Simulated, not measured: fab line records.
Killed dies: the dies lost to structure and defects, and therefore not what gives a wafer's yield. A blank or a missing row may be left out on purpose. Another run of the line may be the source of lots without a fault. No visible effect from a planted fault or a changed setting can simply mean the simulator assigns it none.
Shared-tool check / flow rit cmos / Sample size 14 lots and 42 wafers

REASON FOR OPENING
Of 14 lots, 2 have the reading PRETRO_TW flagged at RIT_PRETRO_TW_MEAS_10. Fault-free wafers read 479, with a standard deviation of 7.6.
Rule: flag the lot when none of its wafers has a number, or when each of its wafers that has one lies beyond 4 standard deviations from that mean. As for the other lots, they are considered sound.

lot=L471; measured=day 2 09:01; on=film metro-01; PRETRO_TW, wafer by wafer=469 465 468; flag=
lot=L472; measured=day 2 12:58; on=film metro-03; PRETRO_TW, wafer by wafer=484 484 486; flag=
lot=L473; measured=day 2 17:10; on=film metro-01; PRETRO_TW, wafer by wafer=469 467 467; flag=
lot=L474; measured=day 2 22:15; on=film metro-01; PRETRO_TW, wafer by wafer=466 468 468; flag=
lot=L475; measured=day 3 04:20; on=film metro-01; PRETRO_TW, wafer by wafer=473 470 470; flag=
lot=L476; measured=day 3 09:56; on=film metro-04; PRETRO_TW, wafer by wafer=446 446 447; flag=FLAGGED
lot=L477; measured=day 3 14:32; on=film metro-04; PRETRO_TW, wafer by wafer=480 477 479; flag=
lot=L479; measured=day 3 23:15; on=film metro-04; PRETRO_TW, wafer by wafer=481 482 480; flag=
lot=L480; measured=day 4 04:10; on=film metro-01; PRETRO_TW, wafer by wafer=436 434 434; flag=FLAGGED
lot=L485; measured=day 5 09:13; on=film metro-01; PRETRO_TW, wafer by wafer=471 470 472; flag=
lot=L488; measured=day 5 21:24; on=film metro-04; PRETRO_TW, wafer by wafer=483 485 483; flag=
lot=L492; measured=day 6 16:14; on=film metro-04; PRETRO_TW, wafer by wafer=481 482 484; flag=
lot=L493; measured=day 6 22:26; on=film metro-03; PRETRO_TW, wafer by wafer=491 491 492; flag=
lot=L494; measured=day 7 02:23; on=film metro-04; PRETRO_TW, wafer by wafer=481 483 484; flag=
On average the flagged lots' numbers are 440, which is -38 against the usual, or -5 standard deviations.

WHICH TOOL RAN EACH LOT
The record keeps 1 process step preceding the reading, out of 202 steps on the route. In each cell: the tool, then ch and the chambers that the sampled wafers went through, then the start.
lot=L471; flag=; RIT_PRETRO_IMPLANT_08=implanter-02 ch 0, day 2 08:42
lot=L472; flag=; RIT_PRETRO_IMPLANT_08=implanter-04 ch 0, day 2 12:38
lot=L473; flag=; RIT_PRETRO_IMPLANT_08=implanter-04 ch 0, day 2 16:50
lot=L474; flag=; RIT_PRETRO_IMPLANT_08=implanter-04 ch 0, day 2 21:56
lot=L475; flag=; RIT_PRETRO_IMPLANT_08=implanter-02 ch 0, day 3 04:02
lot=L476; flag=FLAGGED; RIT_PRETRO_IMPLANT_08=implanter-04 ch 0, day 3 09:38
lot=L477; flag=; RIT_PRETRO_IMPLANT_08=implanter-02 ch 0, day 3 14:13
lot=L479; flag=; RIT_PRETRO_IMPLANT_08=implanter-02 ch 0, day 3 22:56
lot=L480; flag=FLAGGED; RIT_PRETRO_IMPLANT_08=implanter-04 ch 0, day 4 03:52
lot=L485; flag=; RIT_PRETRO_IMPLANT_08=implanter-01 ch 0, day 5 08:53
lot=L488; flag=; RIT_PRETRO_IMPLANT_08=implanter-02 ch 0, day 5 21:05
lot=L492; flag=; RIT_PRETRO_IMPLANT_08=implanter-02 ch 0, day 6 15:55
lot=L493; flag=; RIT_PRETRO_IMPLANT_08=implanter-02 ch 0, day 6 22:07
lot=L494; flag=; RIT_PRETRO_IMPLANT_08=implanter-04 ch 0, day 7 02:04
What the steps here do:
- RIT_PRETRO_IMPLANT_08
- RIT_PRETRO_TW_MEAS_10

FLAGGED OVER TOTAL, TOOL BY TOOL (the gauges that took the reading come last)
step=RIT_PRETRO_IMPLANT_08; tool=implanter-01; lots run=1; flagged=0; share of the flagged lots=none; sound lots run after its first flagged lot=-
step=RIT_PRETRO_IMPLANT_08; tool=implanter-02; lots run=7; flagged=0; share of the flagged lots=none; sound lots run after its first flagged lot=-
step=RIT_PRETRO_IMPLANT_08; tool=implanter-04; lots run=6; flagged=2; share of the flagged lots=all; sound lots run after its first flagged lot=1 (L494)
step=RIT_PRETRO_TW_MEAS_10; tool=film metro-01; lots run=6; flagged=1; share of the flagged lots=some; sound lots run after its first flagged lot=1 (L485)
step=RIT_PRETRO_TW_MEAS_10; tool=film metro-03; lots run=2; flagged=0; share of the flagged lots=none; sound lots run after its first flagged lot=-
step=RIT_PRETRO_TW_MEAS_10; tool=film metro-04; lots run=6; flagged=1; share of the flagged lots=some; sound lots run after its first flagged lot=5 (L477,L479,L488,L492,L494)

WHAT THE TABLE ALLOWS
In the table, 1 row covers all flagged lots: implanter-04 at RIT_PRETRO_IMPLANT_08.
- implanter-04 at RIT_PRETRO_IMPLANT_08: 2 of its 6 lots flagged. Sound lots ran on it after the first flagged one (L494), which a lasting fault on the whole tool wouldn't allow. Its own readings (dose ions cm2, faraday current uA) fall more than 4 standard deviations out on all wafers of the flagged lots.
Not one row of the table ran every flagged lot while running no sound lot after the first.

WHAT THE SIMULATOR HAD INSERTED
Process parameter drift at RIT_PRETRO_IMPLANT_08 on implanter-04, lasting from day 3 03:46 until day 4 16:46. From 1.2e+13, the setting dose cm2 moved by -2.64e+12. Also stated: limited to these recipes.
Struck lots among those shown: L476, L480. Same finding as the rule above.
